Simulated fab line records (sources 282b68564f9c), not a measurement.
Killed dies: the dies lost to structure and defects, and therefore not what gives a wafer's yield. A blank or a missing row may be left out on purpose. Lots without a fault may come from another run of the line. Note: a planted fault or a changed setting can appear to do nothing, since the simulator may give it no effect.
A struck lot beside a sound one | flow ritCmos | 15 out of 202 route steps
Sound: the wafers L732.1, L732.2, L732.3. Struck: wafer L750.2 (L750.3, L750.5, from the same lot, were not struck and are left out); the cause is given at the end.
Order at every step that has rows: each side's tool, ch and its chambers, its first start. Under that, the readings that differ: sound wafers | struck wafers | difference of the means | sigmas: that difference in standard deviations of wafers without a fault.
alike: readings whose means differ by less than 2 such deviations, and words and numbers that are the same on both sides. not compared: withheld readings, readings that some wafer has no value for, bounds like >300 that may hide the same value, and numbers for which the record gives no deviation and whose values overlap.
Wherever a step has rows on one side only, a row that says differs or no value, or a row with sigmas, the two part there. When numbers do not overlap yet have no deviation, they are printed without sigmas and do not part them. A reading that every wafer of one side lacks parts them only if that side has two wafers or more.

RIT_GATE_THK_MEAS_07:
  sound on filmMetro-03 at day 3 05:16; struck on filmMetro-03 at day 7 00:19
  alike: GATE_OXIDE_THK
then, 1 step without rows for these wafers: RIT_GATE_CVD_08 (deposits poly-Si from SiH4, target thk 250 nm, time 2220 s).
RIT_GATE_THK_MEAS_09:
  sound on filmMetro-01 at day 3 06:56; struck on filmMetro-02 at day 7 01:59
  alike: GATE_POLY_THK
then, 6 steps without rows for these wafers: RIT_GATE_HMDS_10 (prime time 60 s); RIT_GATE_COAT_11 (resist thk 850 nm); RIT_GATE_SOFTBAKE_12 (time 60 s); RIT_GATE_EXPOSE_13 (exposes mask M6, target cd 150 nm); RIT_GATE_PEB_14; RIT_GATE_DEVELOP_15 (develop time 50 s).
RIT_GATE_CD_MEAS_16: the cd target is 150 nm.
  sound on cdSem-02 at day 3 07:58; struck on cdSem-02 at day 7 02:54
  alike: cdNm
RIT_GATE_OVL_MEAS_17:
  sound on overlay-02 at day 3 08:05; struck on overlay-02 at day 7 03:01
  alike: GATE_OVL
then, 1 step without rows for these wafers: RIT_GATE_HARDBAKE_18 (time 60 s).
RIT_GATE_ETCH_19: etches poly-Si in SF6/CHF3/O2, stops on SiO2, time 165 s, target depth 312.5 nm.
  sound on rieSi-02 ch 1,2,3, day 3 08:17; struck on rieSi-02 ch 3, day 7 03:11
reading                                  | sound             | struck | difference | sigmas
oesProductAu (a.u.)                      | 0.832 0.818 0.840 | 0.704  | -0.126     | -8
rfHoursCounterH (h)                      | 25 138 103        | 139    | +50        | 
runLengthS (s)                           | 194.2 193.5 193.3 | 234.4  | +40.7      | +99 or more
model.NOVOLAK_of_GATE_COAT_11.thkNm (nm) | 667.2 668.2 671.8 | 652.4  | -16.7      | 
  alike: SF6_flow_sccm, chamberPressureMTorr, drypumpMotorCurrentA, throttleValvePct
RIT_GATE_STRIP_20: strips in O2, time 180 s.
  sound on plasmaAsher-02 ch 0,1, day 3 08:23; struck on plasmaAsher-02 ch 1, day 7 03:18
  alike: chamberPressureMTorr, drypumpMotorCurrentA, o2FlowSccm
  not compared: rfHoursCounterH
RIT_M1_PROBE_99:
  sound on prober-01 at day 4 04:02; struck on prober-01 at day 8 01:11
reading                          | sound             | struck | difference | sigmas
model.etest.pmosTurned.rOnOhmUm  | 3253 3372 3433    | 3105   | -248       | 
model.etest.pmos_0p3.rOnOhmUm    | 6094 6341 6239    | 6009   | -216       | 
model.etest.pmos_0p15.driveUaUm  | 271.4 258.1 258.2 | 287.2  | +24.6      | 
model.etest.pmosTurned.driveUaUm | 198.5 194.7 192.1 | 224.1  | +29.0      | 
model.etest.pwellPinched.rsOhmSq | 457.1 460.5 457.2 | 484.8  | +26.5      | 
model.etest.nwellPinched.rsOhmSq | 332 341.3 339.7   | 362.4  | +24.7      | 
model.etest.pmosNarrow.driveUaUm | 102.3 98.81 101.4 | 109.9  | +9.1       | 
  alike: killedAtFrontEnd, killedDies, killedOpen, killedShort
  not compared: model.etest.pmos_0p15.rOnOhmUm

WHERE THEY PART
RIT_GATE_ETCH_19 only, going by this record. Later steps at which nothing parts them and some readings are alike: RIT_GATE_STRIP_20, RIT_M1_PROBE_99.

WHY: what the simulator had put in
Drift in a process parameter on rieSi-02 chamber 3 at RIT_GATE_ETCH_19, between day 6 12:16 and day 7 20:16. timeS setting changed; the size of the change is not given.
